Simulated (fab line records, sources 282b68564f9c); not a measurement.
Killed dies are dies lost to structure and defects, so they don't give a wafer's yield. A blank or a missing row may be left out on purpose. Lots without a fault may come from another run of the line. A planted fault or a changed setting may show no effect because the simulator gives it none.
Problem report in the 8D (eight disciplines) form, filled by code | flow rit_cmos | the parts of the form that need people (team, actions taken, sign-off) are left out

1. THE PROBLEM
CONTACT_TEOS_THK at RIT_CONTACT_THK_MEAS_01 reads a mean of 605 nm on 1 wafer of 1 lot; wafers without a fault read 400 nm with a standard deviation of 4.9. That is +42 standard deviations from the usual mean.
First seen on wafer L113.6, day 5 02:02, on film_metro-04. The record holds 39 wafers of 13 lots with a number at this step. Rule for "out", or "out of limits": more than 4 standard deviations from the usual mean. The other wafers with a number count as sound.

2. WHAT IT IS AND WHAT IT IS NOT
question                    | is               | is not
which readings at this step | CONTACT_TEOS_THK | -
which lots                  | L113             | L105, L106, L107, L112, L117, L120, L121, L123, L124, L125, L126, L127
which wafers of those lots  | L113.6           | L113.4, L113.5
read on which gauges        | film_metro-04    | film_metro-02, film_metro-03
when                        | from day 5 02:02 | up to then (14 sound wafers); but 24 sound wafers of L117, L120, L121, L123, L124, L125, L126, L127 came after

3. SUSPECTS, AND WHAT RULES EACH OUT
Counting: a tool at a process step up to the reading stays a suspect if it ran every lot that is out. Sound lots after the first of them don't rule it out here, since some wafers of a struck lot are sound.
- the gauge at RIT_CONTACT_THK_MEAS_01: ruled out. All the wafers that are out were read on film_metro-04, but those of them that RIT_CONTACT_CVD_00 has rows for are out there too, on other tools.
- pecvd-04 at RIT_CONTACT_CVD_00 (deposits SiO2 from TEOS, target thk 400 nm, time 61 s): kept. It ran the lot that is out, L113 (day 5 01:59); its last sound lot up to then is L106 (day 3 15:12). Its own readings are out on those wafers: run_length_s.
- Within pecvd-04 at RIT_CONTACT_CVD_00: the wafers that are out ran in chamber 0; their sound lot-mates ran in chambers 1, 2.
Left after counting: pecvd-04 at RIT_CONTACT_CVD_00.

4. THE CAUSE (what the simulator had put in)
Process parameter drift: pecvd-04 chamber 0, from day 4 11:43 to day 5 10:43, at RIT_CONTACT_CVD_00. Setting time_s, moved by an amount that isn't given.
Counting left only this tool.

5. THE CHAIN OF EFFECTS, in route order
Each row: a reading whose mean over the struck wafers that have a number lies more than 3 standard deviations from the usual. Only readings for which the record gives a usual standard deviation are gone through. hours: the time from each lot's start at the first step in this table that gives one to its start at this step, as a median over the lots. sigmas: the change in usual standard deviations.
hours | step                    | reading          | usual  | on struck wafers | change | sigmas
0     | RIT_CONTACT_CVD_00      | run_length_s     | 88.7 s | 117.6            | +28.9  | +40
0     | RIT_CONTACT_THK_MEAS_01 | CONTACT_TEOS_THK | 400 nm | 605              | +205   | +42
The process steps in it:
- RIT_CONTACT_CVD_00: deposits SiO2 from TEOS, target thk 400 nm, time 61 s.

6. WHAT WOULD HAVE CAUGHT IT SOONER
In this record the first reading out of limits at a measuring or inspecting step was taken at day 5 02:02, 14 hours after the fault began at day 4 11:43.
The tool's own readings at RIT_CONTACT_CVD_00 were out on every struck wafer that the step has a row for (run_length_s): an alarm limit on them would have fired on the first of those.
All the lots that are out (1) had begun RIT_CONTACT_CVD_00 on pecvd-04 by day 5 02:02. A hold on the tool at that time would have spared none of them.
